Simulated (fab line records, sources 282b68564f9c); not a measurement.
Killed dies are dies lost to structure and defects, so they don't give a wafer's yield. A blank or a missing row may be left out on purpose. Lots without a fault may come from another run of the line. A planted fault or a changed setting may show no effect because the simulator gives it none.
fab line records | flow rit_cmos
record lots=14 wafers=42 last_day=7
route steps=202 shown ACTIVE@15 PWELL@49 PRETRO@73 CONTACT@168 M1@202
lots that met no fault: from a run of the same line without faults
start_h: hours from the record's first day to the start of the lot's first wafer shown | wait_h: hours since the lot's step before | " the same as in the row above | L1.1+2: a row that stands for several wafers | - no value, or no start given | * or withheld: withheld | < > ~ a bound
route shown NAME@n: a module of which the file shows steps, and the number in the route of the first | usual: mean/standard deviation of fault-free wafers | same: alike in all rows | chamber/n: place in a boat | sites: the reading at each site | _std_site: their standard deviation | _edge_site: outer sites' mean less inner sites' | radius_mm: how far each site lies from the wafer's centre | mask NAME#n: copy n | behind: the tool/chamber that last shaped the wafer | hold: why the lot was held/for how many hours/how that ended | device: the transistor (n, p or np) that didn't switch | end of line: the same wafers' tests at the end of the route | a step without rows: its recipe alone | killed: dies lost to structure and defects at the first sort, not the wafer's yield | map: a wafer's dies, x killed, . not, _ none there
set.NAME: the setting as run; set.NAME@STEP: as run at that earlier step | model.NAME: the simulator's own value behind a step, which no gauge read
steps of the route over a sample of lots; a table a step, a row a wafer
services: from which hour (start_h, from the record's first day; less than 0 if before it) a tool's chamber was out of use, for how many hours, and why
## steps
# step RIT_ACTIVE_STRIP_14
# recipe chemistry=O2 time_s=180 resist=NOVOLAK platen_temp_c=withheld power_w=500 pressure_mtorr=4000 o2_flow_sccm=4000
# usual drypump_motor_current_A=5.8/0.34
# columns lot.wafer tool chamber start_h wait_h drypump_motor_current_A rf_hours_counter_h
L826.1 plasma_asher-02 1 14.84 0.1 5.8 38
L826.2 " 0 " " 5.6 38
L826.4 " 0 " " 5.6 -
L827.1 plasma_asher-01 0 19.97 0.1 5.9 38
L827.2 " 1 " " 5.4 38
L827.6 " 1 " " 5.5 -
L828.2 plasma_asher-02 0 24.87 0.1 5.6 39
L828.4 " 0 " " 5.6 -
L828.6 " 0 " " 5.6 -
L833.1 plasma_asher-04 0 51.01 0.1 5.5 41
L833.2 " 1 " " 6.5 41
L833.3 " 0 " " 5.4 -
L834.2 plasma_asher-01 1 55.55 0.1 5.4 42
L834.5 " 0 " " 5.9 -
L834.6 " 1 " " 5.4 -
L836.2 plasma_asher-01 1 66.32 0.1 5.5 43
L836.4 " 1 " " 5.4 -
L836.5 " 1 " " 5.4 -
L838.1 plasma_asher-01 1 74.84 0.1 5.4 44
L838.3 " 0 " " 5.9 -
L838.4 " 1 " " 5.4 -
L840.2 plasma_asher-01 1 85.40 0.1 5.4 45
L840.3 " 1 " " 5.4 -
L840.6 " 0 " " 5.9 -
L841.1 plasma_asher-01 0 90.48 0.1 5.9 46
L841.4 " 0 " " 5.9 -
L841.5 " 1 " " 5.4 -
L843.4 plasma_asher-04 0 100.60 0.1 5.5 -
L843.5 " 1 " " 6.5 -
L843.6 " 0 " " 5.5 -
L844.3 plasma_asher-02 0 106.25 0.1 5.6 -
L844.4 " 1 " " 5.8 -
L844.6 " 0 " " 5.6 -
L846.1 plasma_asher-02 1 115.93 0.1 5.8 50
L846.3 " 1 " " 5.7 -
L846.6 " 1 " " 5.8 -
L847.3 plasma_asher-02 0 120.00 0.1 5.6 -
L847.4 " 1 " " 5.7 -
L847.6 " 0 " " 5.6 -
L849.1 plasma_asher-04 0 130.56 0.1 5.5 1
L849.4 " 0 " " 5.5 -
L849.5 " 0 " " 5.5 -
# step RIT_PWELL_TW_MEAS_10
# usual PWELL_TW=955/6.6
# columns lot.wafer tool chamber start_h wait_h PWELL_TW
L826.1 film_metro-03 - 23.94 0.1 959
L826.2 " - " " 956
L826.4 " - " " 953
L827.1 film_metro-03 - 28.19 0.1 963
L827.2 " - " " 955
L827.6 " - " " 960
L828.2 film_metro-03 - 37.69 0.1 960
L828.4 " - " " 958
L828.6 " - " " 955
L833.1 film_metro-01 - 61.28 0.1 947
L833.2 " - " " 950
L833.3 " - " " 950
L834.2 film_metro-03 - 67.50 0.1 956
L834.5 " - " " 958
L834.6 " - " " 957
L836.2 film_metro-03 - 74.17 0.1 964
L836.4 " - " " 964
L836.5 " - " " 960
L838.1 film_metro-03 - 85.57 0.1 958
L838.3 " - " " 961
L838.4 " - " " 963
L840.2 film_metro-03 - 95.39 0.1 960
L840.3 " - " " 959
L840.6 " - " " 963
L841.1 film_metro-01 - 101.75 0.1 946
L841.4 " - " " 949
L841.5 " - " " 957
L843.4 film_metro-03 - 109.53 0.1 957
L843.5 " - " " 956
L843.6 " - " " 958
L844.3 film_metro-03 - 114.13 0.1 958
L844.4 " - " " 955
L844.6 " - " " 954
L846.1 film_metro-01 - 124.03 0.1 951
L846.3 " - " " 954
L846.6 " - " " 954
L847.3 film_metro-04 - 128.98 0.1 942
L847.4 " - " " 940
L847.6 " - " " 942
L849.1 film_metro-01 - 141.61 0.1 946
L849.4 " - " " 949
L849.5 " - " " 951
# step RIT_PRETRO_STRIP_09
# recipe chemistry=O2 time_s=180 resist=NOVOLAK platen_temp_c=withheld power_w=500 pressure_mtorr=4000 o2_flow_sccm=4000
# usual drypump_motor_current_A=5.7/0.32
# columns lot.wafer tool chamber start_h wait_h drypump_motor_current_A rf_hours_counter_h
L826.1 plasma_asher-02 1 32.26 0.1 5.8 40
L826.2 " 0 " " 5.6 40
L826.4 " 1 " " 5.8 -
L827.1 plasma_asher-01 1 38.33 0.1 5.4 40
L827.2 " 0 " " 5.9 40
L827.6 " 0 " " 5.9 -
L828.2 plasma_asher-01 1 46.62 0.1 5.4 41
L828.4 " 0 " " 5.9 -
L828.6 " 0 " " 5.9 -
L833.1 plasma_asher-02 0 72.05 0.1 5.6 44
L833.2 " 1 " " 5.8 44
L833.3 " 1 " " 5.8 -
L834.2 plasma_asher-01 0 76.66 0.1 5.9 44
L834.5 " 1 " " 5.4 -
L834.6 " 0 " " 5.9 -
L836.2 plasma_asher-02 0 84.56 0.1 5.7 45
L836.4 " 1 " " 5.8 -
L836.5 " 0 " " 5.6 -
L838.1 plasma_asher-01 1 95.88 0.1 5.4 46
L838.3 " 0 " " 5.9 -
L838.4 " 1 " " 5.4 -
L840.2 plasma_asher-02 0 104.96 0.1 5.6 48
L840.3 " 0 " " 5.6 -
L840.6 " 1 " " 5.7 -
L841.1 plasma_asher-02 0 110.93 0.1 5.6 49
L841.4 " 0 " " 5.6 -
L841.5 " 1 " " 5.8 -
L843.4 plasma_asher-01 1 118.80 0.1 5.4 -
L843.5 " 1 " " 5.4 -
L843.6 " 0 " " 5.9 -
L844.3 plasma_asher-04 1 123.46 0.1 6.4 -
L844.4 " 0 " " 5.4 -
L844.6 " 0 " " 5.4 -
L846.1 plasma_asher-02 0 132.74 0.1 5.6 51
L846.3 " 1 " " 5.8 -
L846.6 " 0 " " 5.6 -
L847.3 plasma_asher-04 0 138.22 0.1 5.4 -
L847.4 " 1 " " 6.5 -
L847.6 " 1 " " 6.5 -
L849.1 plasma_asher-01 0 150.91 0.1 5.9 53
L849.4 " 1 " " 5.4 -
L849.5 " 1 " " 5.4 -
# step RIT_CONTACT_CVD_00
# recipe material=SiO2 target_thk_nm=400 precursor=TEOS temp_c=390 time_s=61 rf_w=400
# usual heater_power_w=313/45 run_length_s=88.9/0.66
# columns lot.wafer tool chamber start_h wait_h heater_power_w run_length_s
L826.1 pecvd-01 1 53.66 0.1 295 89.9
L826.2 " 0 " " 313 88.8
L826.4 " 2 " " 357 89.2
L827.1 pecvd-03 0 62.49 0.1 282 88.1
L827.2 " 2 " " 419 88.8
L827.6 " 1 " " 287 89.5
L828.2 pecvd-01 2 66.79 0.0 325 88.8
L828.4 " 0 " " 308 89.1
L828.6 " 1 " " 303 89.7
L833.1 pecvd-02 1 96.95 0.1 269 130.1
L833.2 " 0 " " 352 90.6
L833.3 " 2 " " 356 88.0
L834.2 pecvd-01 0 99.75 0.0 333 88.8
L834.5 " 0 " " 337 88.6
L834.6 " 1 " " 295 89.4
L836.2 pecvd-02 1 106.94 0.0 310 130.0
L836.4 " 2 " " 300 88.2
L836.5 " 1 " " 331 131.0
L838.1 pecvd-03 0 115.87 0.1 234 87.9
L838.3 " 2 " " 352 89.0
L838.4 " 0 " " 248 88.2
L840.2 pecvd-01 0 125.74 0.0 291 88.6
L840.3 " 2 " " 372 88.6
L840.6 " 2 " " 282 89.2
L841.1 pecvd-03 0 131.83 0.1 249 87.9
L841.4 " 0 " " 259 88.1
L841.5 " 1 " " 314 90.0
L843.4 pecvd-01 1 140.46 0.0 261 89.5
L843.5 " 0 " " 254 88.4
L843.6 " 2 " " 375 89.2
L844.3 pecvd-03 0 143.95 0.0 245 88.3
L844.4 " 2 " " 410 89.2
L844.6 " 1 " " 305 89.3
L846.1 pecvd-01 2 157.23 0.1 289 88.8
L846.3 " 0 " " 296 88.6
L846.6 " 1 " " 288 89.5
L847.3 pecvd-03 2 159.31 0.0 407 89.1
L847.4 " 0 " " 253 88.5
L847.6 " 1 " " 267 89.3
L849.1 pecvd-01 2 170.36 0.1 293 88.9
L849.4 " 0 " " 271 88.9
L849.5 " 1 " " 283 90.0
# step RIT_CONTACT_THK_MEAS_01
# recipe reads=SiO2_of_CONTACT_CVD_00
# usual CONTACT_TEOS_THK=399/4.7
# columns lot.wafer tool chamber start_h wait_h CONTACT_TEOS_THK[nm]
L826.1 film_metro-01 - 53.71 0.0 399
L826.2 " - " " 395
L826.4 " - " " 409
L827.1 film_metro-04 - 62.54 0.0 399
L827.2 " - " " 402
L827.6 " - " " 402
L828.2 film_metro-01 - 66.85 0.0 400
L828.4 " - " " 397
L828.6 " - " " 400
L833.1 film_metro-04 - 97.00 0.0 670
L833.2 " - " " 396
L833.3 " - " " 397
L834.2 film_metro-04 - 99.81 0.0 396
L834.5 " - " " 399
L834.6 " - " " 406
L836.2 film_metro-03 - 107.00 0.0 661
L836.4 " - " " 399
L836.5 " - " " 679
L838.1 film_metro-04 - 115.92 0.0 394
L838.3 " - " " 397
L838.4 " - " " 401
L840.2 film_metro-04 - 125.80 0.0 392
L840.3 " - " " 400
L840.6 " - " " 406
L841.1 film_metro-03 - 131.88 0.0 396
L841.4 " - " " 404
L841.5 " - " " 402
L843.4 film_metro-04 - 140.52 0.0 403
L843.5 " - " " 401
L843.6 " - " " 408
L844.3 film_metro-03 - 144.02 0.0 391
L844.4 " - " " 401
L844.6 " - " " 404
L846.1 film_metro-03 - 157.28 0.0 403
L846.3 " - " " 398
L846.6 " - " " 403
L847.3 film_metro-01 - 159.38 0.0 401
L847.4 " - " " 402
L847.6 " - " " 402
L849.1 film_metro-03 - 170.41 0.0 396
L849.4 " - " " 396
L849.5 " - " " 398
# step RIT_M1_PROBE_99
# usual killed_at_M0_to_M3=0.0/0.12 killed_at_contacts=0.1/0.25 killed_at_front_end=6.8/2.7 killed_dies=6.8/2.7 killed_on_rim=1.7/1.2 killed_open=3.4/1.8 killed_short=3.5/1.7
# same gross_dies=264 killed_at_M4_up=0 killed_at_back_side=0 killed_at_other=0
# columns lot.wafer tool chamber start_h wait_h killed_at_M0_to_M3 killed_at_contacts killed_at_front_end killed_dies killed_on_rim killed_open killed_short
L827.1 prober-02 - 69.03 0.1 0 1 8 9 0 5 4
L827.2 prober-02 - 69.08 0.1 0 1 6 7 0 2 5
L827.6 prober-02 - 69.28 0.2 0 0 9 9 2 6 3
L833.1 prober-01 - 127.30 0.1 0 260 4 264 70 1 3
L833.2 prober-01 - 127.35 0.1 0 0 7 7 4 4 3
L833.3 prober-01 - 127.40 0.2 0 0 5 5 1 2 3
L836.2 prober-01 - 128.55 1.2 0 261 3 264 70 0 3
L836.4 prober-01 - 128.65 1.3 0 0 5 5 1 5 0
L836.5 prober-01 - 128.70 1.3 0 262 2 264 70 0 2
L840.2 prober-01 - 132.15 0.1 0 0 7 7 1 2 5
L840.3 prober-01 - 132.20 0.2 0 0 4 4 1 2 2
L840.6 prober-01 - 132.35 0.2 0 0 4 4 1 4 0
L841.1 prober-01 - 138.31 0.1 0 0 6 6 4 2 4
L843.4 prober-01 - 147.00 0.2 0 0 6 6 1 3 3
L843.5 prober-01 - 147.05 0.2 0 0 3 3 1 0 3
L843.6 prober-01 - 147.10 0.2 0 0 5 5 2 3 2
L844.3 prober-01 - 150.28 0.2 0 0 9 9 1 5 4
L844.4 prober-01 - 150.33 0.2 0 0 6 6 2 4 2
L844.6 prober-01 - 150.43 0.2 0 0 7 7 2 3 4
L846.1 prober-01 - 163.48 0.1 0 0 4 4 0 1 3
L846.3 prober-01 - 163.58 0.2 0 0 11 11 2 5 6
L846.6 prober-01 - 163.73 0.2 0 0 13 13 3 6 7
# killed by level:class
L827.1 GATE:geometric_particle:open=2 SILICIDE:geometric_particle:open=2 FOX1:geometric_particle:short=1 GATE:geometric_particle:short=1 REOX:geometric_particle:short=1 SPACER:geometric_particle:open=1 CONTACT:geometric_particle:short=1
L827.2 GATE:geometric_particle:short=3 FOX1:geometric_particle:open=1 FOX1:geometric_particle:short=1 GATE:geometric_particle:open=1 CONTACT:geometric_particle:short=1
L827.6 FOX1:geometric_particle:open=3 SPACER:geometric_particle:open=2 REOX:geometric_particle:short=1 REOX:geometric_particle:open=1 SPACER:geometric_particle:short=1 SILICIDE:geometric_particle:short=1
L833.1 CONTACT:area_etch=260 GATE:geometric_particle:short=3 GATE:geometric_particle:open=1
L833.2 FOX1:geometric_particle:open=1 FOX2:geometric_particle:open=1 GATE:geometric_particle:open=1 GATE:geometric_particle:short=1 REOX:geometric_particle:short=1 REOX:geometric_particle:open=1 SILICIDE:geometric_particle:short=1
L833.3 GATE:geometric_particle:open=2 GATE:geometric_particle:short=1 REOX:geometric_particle:short=1 SPACER:geometric_particle:short=1
L836.2 CONTACT:area_etch=261 GATE:geometric_particle:short=2 SILICIDE:geometric_particle:short=1
L836.4 FOX2:geometric_particle:open=2 SPACER:geometric_particle:open=2 GATE:geometric_particle:open=1
L836.5 CONTACT:area_etch=262 GATE:geometric_particle:short=1 SILICIDE:geometric_particle:short=1
L840.2 GATE:geometric_particle:short=2 REOX:geometric_particle:short=2 FOX2:geometric_particle:open=1 FOX2:geometric_particle:short=1 REOX:geometric_particle:open=1
L840.3 FOX2:geometric_particle:short=1 GATE:geometric_particle:short=1 GATE:geometric_particle:open=1 REOX:geometric_particle:open=1
L840.6 GATE:geometric_particle:open=3 SPACER:geometric_particle:open=1
L841.1 REOX:geometric_particle:short=2 GATE:geometric_particle:short=1 REOX:geometric_particle:open=1 SPACER:geometric_particle:open=1 SILICIDE:geometric_particle:short=1
L843.4 FOX1:geometric_particle:open=1 FOX1:geometric_particle:short=1 GATE:geometric_particle:short=1 GATE:geometric_particle:open=1 REOX:geometric_particle:short=1 SILICIDE:geometric_particle:open=1
L843.5 GATE:geometric_particle:short=1 REOX:geometric_particle:short=1 SILICIDE:geometric_particle:short=1
L843.6 FOX1:geometric_particle:short=2 SILICIDE:geometric_particle:open=2 SPACER:geometric_particle:open=1
L844.3 FOX1:geometric_particle:short=2 GATE:geometric_particle:open=2 SPACER:geometric_particle:open=2 REOX:geometric_particle:short=1 REOX:geometric_particle:open=1 SILICIDE:geometric_particle:short=1
L844.4 GATE:geometric_particle:open=3 FOX2:geometric_particle:open=1 GATE:geometric_particle:short=1 SPACER:geometric_particle:short=1
L844.6 FOX1:geometric_particle:open=2 GATE:geometric_particle:short=2 FOX1:geometric_particle:short=1 GATE:geometric_particle:open=1 SPACER:geometric_particle:short=1
L846.1 GATE:geometric_particle:short=2 FOX2:geometric_particle:open=1 SILICIDE:geometric_particle:short=1
L846.3 GATE:geometric_particle:short=4 REOX:geometric_particle:open=2 FOX1:geometric_particle:short=1 GATE:geometric_particle:open=1 SPACER:geometric_particle:open=1 SILICIDE:geometric_particle:short=1 SILICIDE:geometric_particle:open=1
L846.6 GATE:geometric_particle:short=4 REOX:geometric_particle:open=3 GATE:geometric_particle:open=2 REOX:geometric_particle:short=2 SILICIDE:geometric_particle:short=1 SILICIDE:geometric_particle:open=1
## services
# columns tool chamber start_h hours kind
pecvd-03 0 -2.76 4.6 repair
plasma_asher-01 - 14.30 2.7 repair
pecvd-01 1 15.43 21.6 repair
pecvd-02 - 52.59 14.6 pm
pecvd-03 0 55.32 4.3 repair
pecvd-03 - 57.99 2.8 pm
pecvd-01 - 67.24 0.8 repair
pecvd-01 - 71.22 28.1 pm
plasma_asher-04 - 78.79 21.3 repair
plasma_asher-04 - 108.75 9.0 pm
plasma_asher-04 0 108.75 9.0 vent_cycle
plasma_asher-04 1 108.75 9.0 vent_cycle
plasma_asher-04 0 117.75 - clean
plasma_asher-04 1 117.75 - clean
plasma_asher-02 - 126.35 4.3 pm
pecvd-03 - 128.55 0.3 repair
## key
first_sign step=RIT_CONTACT_CVD_00 reading=run_length_s direction=up sigmas=63 usual=* struck=*
effect step=RIT_CONTACT_THK_MEAS_01 reading=CONTACT_TEOS_THK direction=up sigmas=57 usual=399 struck=670
effect step=RIT_M1_PROBE_99 reading=killed_at_contacts direction=up sigmas=99+ usual=0.1 struck=261
more_kills_born_at RIT_CONTACT_ETCH_11@rie_diel-03=783
met_at RIT_CONTACT_CVD_00
struck_lots L833,L836
struck_wafers L833.1,L836.2,L836.5
later_rows_left_out L833.1,L836.2,L836.5
tester_left_out L833,L836
not_acting_at RIT_ACTIVE_STRIP_14,RIT_PWELL_TW_MEAS_10,RIT_PRETRO_STRIP_09
fault kind=process_parameter_drift tool=pecvd-02 chamber=1 onset_h=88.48 steps=RIT_CONTACT_CVD_00 channel=time_s offset=* shape=step end_h=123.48 stated=*
# tester_left_out: of these lots the tester's yield and bins aren't shown, on N5 and GAA mostly nor the transistor test; their killed dies are dies lost to structure and defects alone, not to doping, threshold or leakage, so they don't give the yield
# later_rows_left_out: the simulator's readings of these wafers behind a module that went badly wrong aren't trusted and aren't shown, but for the sort
